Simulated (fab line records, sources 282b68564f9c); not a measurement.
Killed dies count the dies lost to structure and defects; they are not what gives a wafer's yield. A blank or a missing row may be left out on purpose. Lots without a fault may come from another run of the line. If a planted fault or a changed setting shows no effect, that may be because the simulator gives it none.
A struck lot beside a sound one / flow rit_cmos / 44 steps out of a route of 202
Sound: wafers L431.3, L431.5, L431.6. Struck: wafer L444.4 (L444.3, L444.5, from the same lot, were not struck and are left out); the cause is given at the end.
Order at every step that has rows: each side's tool, ch and its chambers, its first start. Under that, the readings that differ: sound wafers / struck wafers / difference of the means / sigmas: that difference in standard deviations of wafers without a fault.
alike: readings whose means differ by less than 2 such deviations, and words and numbers that are the same on both sides. not compared: withheld readings, readings that some wafer has no value for, bounds like >300 that may hide the same value, and numbers for which the record gives no deviation and whose values overlap.
The two part at a step that has a row with sigmas, a row that says differs or no value, or rows on one side only. Numbers that have no deviation but don't overlap get no sigmas and don't part them. A reading that every wafer of one side lacks parts them only if that side has two wafers or more.

first, 2 steps without rows for these wafers: RIT_PLDD_PEB_04; RIT_PLDD_DEVELOP_05 (develop time 50 s).
RIT_PLDD_OVL_MEAS_06:
  sound on overlay-01, day 2 21:40; struck on overlay-01, day 5 13:35
  alike: PLDD_OVL
then, 2 steps without rows for these wafers: RIT_PLDD_HARDBAKE_07 (time 60 s); RIT_PLDD_IMPLANT_08.
RIT_PLDD_STRIP_09: strips in O2, time 180 s.
  sound on plasma_asher-03 ch 0,1, day 2 22:02; struck on plasma_asher-02 ch 0, day 5 13:58
reading=drypump_motor_current_A (A); sound=5.6 5.6 5.5; struck=6.8; difference=+1.2; sigmas=+3
  not compared: rf_hours_counter_h
RIT_PLDD_TW_MEAS_10:
  sound on film_metro-02, day 2 22:11; struck on film_metro-02, day 5 14:05
  alike: PLDD_TW
then, 4 steps without rows for these wafers: RIT_SPACER_CLEAN_00 (cleans in SC1, time 600 s); RIT_SPACER_CLEAN_01 (cleans in dHF, time 30 s); RIT_SPACER_CLEAN_02 (cleans in SC2, time 600 s); RIT_SPACER_CVD_03 (deposits Si3N4 from SiH2Cl2/NH3, target thk 250 nm, time 3173 s).
RIT_SPACER_THK_MEAS_04:
  sound on film_metro-01, day 3 00:45; struck on film_metro-03, day 5 16:28
  alike: SPACER_NITRIDE_THK
RIT_SPACER_ETCHBACK_05: etches Si3N4 in SF6/CHF3, stops on SiO2, target depth 250 nm, time 240 s.
  sound on rie_diel-04 ch 0,2,3, day 3 00:47; struck on rie_diel-04 ch 2, day 5 16:30
reading=oes_product_au (a.u.); sound=0.833 0.832 0.842; struck=0.935; difference=+0.099; sigmas=+12
reading=run_length_s (s); sound=268.0 268.7 267.8; struck=250.5; difference=-17.7; sigmas=-43
reading=model.poly-Si_of_GATE_CVD_08.thk_nm (nm); sound=168.2 169.7 168.9; struck=172.2; difference=+3.3; sigmas=
  alike: SF6_flow_sccm, drypump_motor_current_A, throttle_valve_pct
  not compared: rf_hours_counter_h, model.Si3N4_of_SPACER_CVD_03.thk_nm
then, 6 steps without rows for these wafers: RIT_NSD_HMDS_00 (prime time 60 s); RIT_NSD_COAT_01 (resist thk 1000 nm); RIT_NSD_SOFTBAKE_02 (time 60 s); RIT_NSD_EXPOSE_03 (exposes mask M9, target cd 40700 nm); RIT_NSD_PEB_04; RIT_NSD_DEVELOP_05 (develop time 50 s).
RIT_NSD_OVL_MEAS_06:
  sound on overlay-02, day 3 01:48; struck on overlay-02, day 5 17:38
  alike: NSD_OVL
then, 2 steps without rows for these wafers: RIT_NSD_HARDBAKE_07 (time 60 s); RIT_NSD_IMPLANT_08.
RIT_NSD_STRIP_09: strips in O2, time 180 s.
  sound on plasma_asher-01 ch 0,1, day 3 02:11; struck on plasma_asher-03 ch 1, day 5 18:01
  alike: drypump_motor_current_A
  not compared: rf_hours_counter_h
RIT_NSD_TW_MEAS_10:
  sound on film_metro-01, day 3 02:19; struck on film_metro-02, day 5 18:09
reading=NSD_TW; sound=3106 3095 3084; struck=3149; difference=+54; sigmas=+2
then, 6 steps without rows for these wafers: RIT_PSD_HMDS_00 (prime time 60 s); RIT_PSD_COAT_01 (resist thk 1000 nm); RIT_PSD_SOFTBAKE_02 (time 60 s); RIT_PSD_EXPOSE_03 (exposes mask M10, target cd 40900 nm); RIT_PSD_PEB_04; RIT_PSD_DEVELOP_05 (develop time 50 s).
RIT_PSD_OVL_MEAS_06:
  sound on overlay-02, day 3 03:19; struck on overlay-02, day 5 19:03
  alike: PSD_OVL
then, 2 steps without rows for these wafers: RIT_PSD_HARDBAKE_07 (time 60 s); RIT_PSD_IMPLANT_08.
RIT_PSD_STRIP_09: strips in O2, time 180 s.
  sound on plasma_asher-02 ch 0,1, day 3 03:42; struck on plasma_asher-02 ch 0, day 5 19:26
  alike: drypump_motor_current_A
  not compared: rf_hours_counter_h
RIT_PSD_TW_MEAS_10:
  sound on film_metro-01, day 3 03:50; struck on film_metro-01, day 5 19:34
  alike: PSD_TW
then, 2 steps without rows for these wafers: RIT_SDANNEAL_CLEAN_00 (cleans in SC1, time 600 s); RIT_SDANNEAL_CLEAN_01 (cleans in dHF, time 30 s).
RIT_SDANNEAL_CLEAN_02: cleans in SC2, time 600 s.
  sound on wet_bench-04 ch 3, day 3 04:05; struck on wet_bench-04 ch 2, day 5 19:49
reading=model.poly-Si_of_GATE_CVD_08.thk_nm (nm); sound=163.9 165.4 164.6; struck=167.8; difference=+3.2; sigmas=
  alike: bath_heat_duty_pct
RIT_SDANNEAL_RTA_03: time 5 s.
  sound on rtp_anneal-02 ch 0, day 3 04:17; struck on rtp_anneal-02 ch 0, day 5 20:02
reading=chamber_o2_ppm; sound=2.017 2.014 2.041; struck=1.984; difference=-0.040; sigmas=-2
  alike: wafer_temp_C_max
RIT_SDANNEAL_RS_MEAS_04: measurement is done with a four-point probe.
  sound on film_metro-02, day 3 04:22; struck on film_metro-04, day 5 20:07
reading=PSD_RS (ohm/sq); sound=116.37 116.44 116.17; struck=115.56; difference=-0.77; sigmas=-3
RIT_SDANNEAL_RS_MEAS_05: measurement is done with a four-point probe.
  sound on film_metro-02, day 3 04:29; struck on film_metro-04, day 5 20:14
  alike: NSD_RS
RIT_SDANNEAL_RS_MEAS_06: measurement is done with a four-point probe.
  sound on film_metro-02, day 3 04:37; struck on film_metro-04, day 5 20:21
  alike: PLDD_RS
RIT_SILICIDE_WET_ETCH_00: etches SiO2 in BOE, target depth 14 nm, time 15 s.
  sound on wet_bench-01 ch 1, day 3 04:49; struck on wet_bench-03 ch 0, day 5 20:33
  alike: bath_heat_duty_pct
  not compared: model.Si3N4_of_SPACER_CVD_03.thk_nm
RIT_M1_PROBE_99:
  sound on prober-01, day 3 12:13; struck on prober-02, day 6 03:38
reading=killed_dies; sound=8 6 9; struck=2; difference=-6; sigmas=-2
reading=model.etest.nmos_0p15.r_on_ohm_um; sound=1104 1071 1067; struck=1052; difference=-29; sigmas=
reading=model.etest.pwell_pinched.rs_ohm_sq; sound=457.7 460.3 455.9; struck=446.5; difference=-11.5; sigmas=
reading=model.etest.nwell_pinched.rs_ohm_sq; sound=335.3 330.9 333.6; struck=325.3; difference=-8.0; sigmas=
reading=model.etest.contact_nplus.end_ohm_um; sound=40.05 39.52 38.98; struck=37.22; difference=-2.30; sigmas=
reading=model.etest.nmos_0p15.tox_inv_nm (nm); sound=4.52 4.548 4.562; struck=4.588; difference=+0.045; sigmas=
  alike: killed_at_contacts, killed_at_front_end, killed_open, killed_short
  not compared: model.etest.pplus_sal.width_nm, model.etest.nplus_sal.width_nm, model.etest.diode_pplus_nwell.bv_v

WHERE THEY PART
First at RIT_PLDD_STRIP_09; last, within this record, at RIT_M1_PROBE_99.

WHY: whatever the simulator had introduced
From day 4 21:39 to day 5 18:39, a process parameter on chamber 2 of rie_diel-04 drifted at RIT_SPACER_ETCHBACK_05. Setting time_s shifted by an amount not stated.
